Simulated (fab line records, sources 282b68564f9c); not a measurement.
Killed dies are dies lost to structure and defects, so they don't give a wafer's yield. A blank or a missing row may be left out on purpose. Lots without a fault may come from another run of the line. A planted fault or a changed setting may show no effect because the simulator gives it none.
Split-lot experiment | flow rit_cmos | 5 lots, 23 wafers read, on a route of 202 steps

THE SPLIT
At RIT_M1_COAT_04 (resist thk 1300 nm), the setting spin_rpm was moved away from the recipe's 2000 rpm on 9 of the 23 wafers read, by -4.7% to +6.3%. The other wafers ran this setting at the recipe's value.

FROM THE SPLIT TO THE READING: what the file shows between them, 2 steps
- RIT_M1_SOFTBAKE_05: time 60 s
- RIT_M1_EXPOSE_06: exposes mask M12, target cd 2600 nm

THE READING
NOVOLAK_of_M1_COAT_04.thk_nm (the simulator's own value, which no gauge read), in nm, at RIT_M1_HARDBAKE_11 (time 120 s). The file gives no usual value for it. The 14 wafers here that ran the recipe average 1135 nm, standard deviation 4.4 nm.

wafer  | tool, chamber at the split | spin_rpm as run, rpm | against the recipe | NOVOLAK_of_M1_COAT_04.thk_nm, nm | against lot-mates on the recipe
L074.1 | litho_track-04, 0          | 2000                 | recipe             | 1133                             | -
L074.2 | litho_track-04, 0          | 2000                 | recipe             | 1133                             | -
L074.4 | litho_track-04, 0          | 2000                 | recipe             | 1129                             | -
L074.5 | litho_track-04, 0          | 2000                 | recipe             | 1130                             | -
L074.6 | litho_track-04, 0          | 2000                 | recipe             | 1132                             | -
L076.2 | litho_track-04, 0          | 2000                 | recipe             | 1138                             | -
L076.3 | litho_track-04, 0          | 2000                 | recipe             | 1136                             | -
L076.5 | litho_track-04, 0          | 2000                 | recipe             | 1133                             | -
L078.1 | litho_track-02, 0          | 2097                 | +4.8%              | 1118                             | -24
L078.2 | litho_track-02, 0          | 2000                 | recipe             | 1143                             | -
L078.3 | litho_track-02, 0          | 2097                 | +4.8%              | 1117                             | -24
L078.4 | litho_track-02, 0          | 2097                 | +4.8%              | 1113                             | -28
L078.6 | litho_track-02, 0          | 2000                 | recipe             | 1140                             | -
L080.1 | litho_track-04, 0          | 2000                 | recipe             | 1134                             | -
L080.3 | litho_track-04, 0          | 2127                 | +6.3%              | 1102                             | -30
L080.5 | litho_track-04, 0          | 2127                 | +6.3%              | 1102                             | -30
L080.4 | litho_track-04, 0          | 2000                 | recipe             | 1131                             | -
L080.6 | litho_track-04, 0          | 2127                 | +6.3%              | 1098                             | -34
L083.1 | litho_track-02, 0          | 2000                 | recipe             | 1143                             | -
L083.3 | litho_track-02, 0          | 1906                 | -4.7%              | 1168                             | +28
L083.4 | litho_track-02, 0          | 2000                 | recipe             | 1138                             | -
L083.5 | litho_track-02, 0          | 1906                 | -4.7%              | 1165                             | +24
L083.6 | litho_track-02, 0          | 1906                 | -4.7%              | 1170                             | +30

THE FIT
A straight line over all 23 wafers: NOVOLAK_of_M1_COAT_04.thk_nm changes by -5.56 nm for each +1% of spin_rpm; r = -0.97; the points scatter about the line by 5 nm.
The same after taking each lot's own level away (the mean of its wafers on the recipe; 23 wafers): -5.32 nm for each +1%; r = -0.99; scatter 2.2 nm.
On that fit, the largest move of spin_rpm shifts the reading by 34 nm.
The lots' own levels span 1131.4 to 1141.5 nm, that is 2.3 times the standard deviation above.
So the lot-to-lot level changes the slope little: the two slopes agree.
Check: with one of the wafers moved furthest among these (+6.3%) left out of the fit, the line predicts -33.8 nm for it against its lot-mates. It came out at -30.5 nm against them.

OTHER SPLITS ON THESE WAFERS
These wafers also went through other splits before the reading. Each is held against what the fit with the lots' levels taken away leaves over:
other split on the same wafers | wafers away from the commonest value | r with NOVOLAK_of_M1_COAT_04.thk_nm (lot level and that fit taken away)
RIT_SDANNEAL_CLEAN_02 time_s   | 15                                   | -0.06
RIT_SILICIDE_SPUTTER_01 time_s | 6                                    | +0.07

THE WHOLE CHAIN: every reading that the file lists as answering this split, in the file's order
step               | what it does       | reading                                                                       | change (the file's fit)              | r (the file's)
RIT_M1_COAT_04     | resist thk 1300 nm | NOVOLAK_of_M1_COAT_04.thk_nm (the simulator's own value, which no gauge read) | -6.19 nm for each +1% of the setting | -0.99
RIT_M1_HARDBAKE_11 | time 120 s         | NOVOLAK_of_M1_COAT_04.thk_nm (the simulator's own value, which no gauge read) | -5.33 nm for each +1% of the setting | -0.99

THE FILE'S OWN FIT
NOVOLAK_of_M1_COAT_04.thk_nm changes by -5.33 nm for each +1% of spin_rpm, r = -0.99.
